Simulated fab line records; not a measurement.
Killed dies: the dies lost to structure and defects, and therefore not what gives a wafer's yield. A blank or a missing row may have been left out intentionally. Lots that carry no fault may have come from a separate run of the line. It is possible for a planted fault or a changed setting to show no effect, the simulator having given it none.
Matching of chambers	flow berkeley-cmos170	UCB170_GATE_ETCH_15 on rie-si-02: 4 sister chambers
The step etches poly-Si in HBr/Cl2, stops on SiO2, time 56.3 s, target depth 278.2 nm. 14 wafers are shown with their chamber, then 7 later ones without.

## EACH WAFER AND ITS CHAMBER
wafer	chamber	throttle-valve-pct (%)	drypump-motor-current-A (A)	oes-product-au (a.u.)
L767.1	1	26.67	5.8	0.838
L767.3	2	26.82	6.4	0.821
L767.5	3	26.49	6.4	0.828
L773.3	2	26.82	6.4	0.827
L773.4	3	26.50	6.4	0.830
L773.5	0	26.05	6.5	0.841
L774.1	3	26.48	6.5	0.828
L774.3	2	26.84	6.4	0.827
L774.4	0	26.04	6.5	0.838
L778.1	2	26.83	6.4	0.834
L778.2	0	26.06	6.5	0.844
L778.4	1	26.66	5.9	0.827
L786.2	2	26.83	6.4	0.821
L786.3	0	26.06	6.5	0.848

SIGNATURES (averages over the wafers above)
reading	chamber 0	chamber 1	chamber 2	chamber 3	scatter within a chamber
throttle-valve-pct	26.0525	26.6650	26.8280	26.4900	0.00897
drypump-motor-current-A	6.500	5.850	6.400	6.433	0.0342
oes-product-au	0.84275	0.83250	0.82600	0.82867	0.00484
Rule: for a wafer and a chamber, the distance is found by dividing, reading by reading, the gap between the wafer's reading and the chamber's mean by the reading's scatter, squaring, summing and taking the root. If the next closest chamber is less than 2 further off than the closest, the wafer can't be placed; otherwise it belongs to the closest. The scatter is the square root of a quotient: the sum, over the shown wafers, of each reading's squared deviation from its chamber's mean, divided by wafers minus chambers.

## WAFERS WITHOUT THEIR CHAMBER
wafer	throttle-valve-pct (%)	drypump-motor-current-A (A)	oes-product-au (a.u.)
L786.4	26.48	6.4	0.819
L787.1	26.05	6.5	0.851
L787.3	26.65	5.8	0.832
L787.6	26.65	5.9	0.837
L790.1	26.48	6.4	0.836
L790.2	26.80	6.4	0.824
L790.5	26.05	6.5	0.843

## WHICH CHAMBER EACH WENT THROUGH
wafer	from the rows above	in truth
L786.4	3	3
L787.1	0	0
L787.3	1	1
L787.6	1	1
L790.1	3	3
L790.2	2	2
L790.5	0	0
Placed correctly: 7 of 7. Number that these rows cannot place: 0. Number placed wrongly: 0.
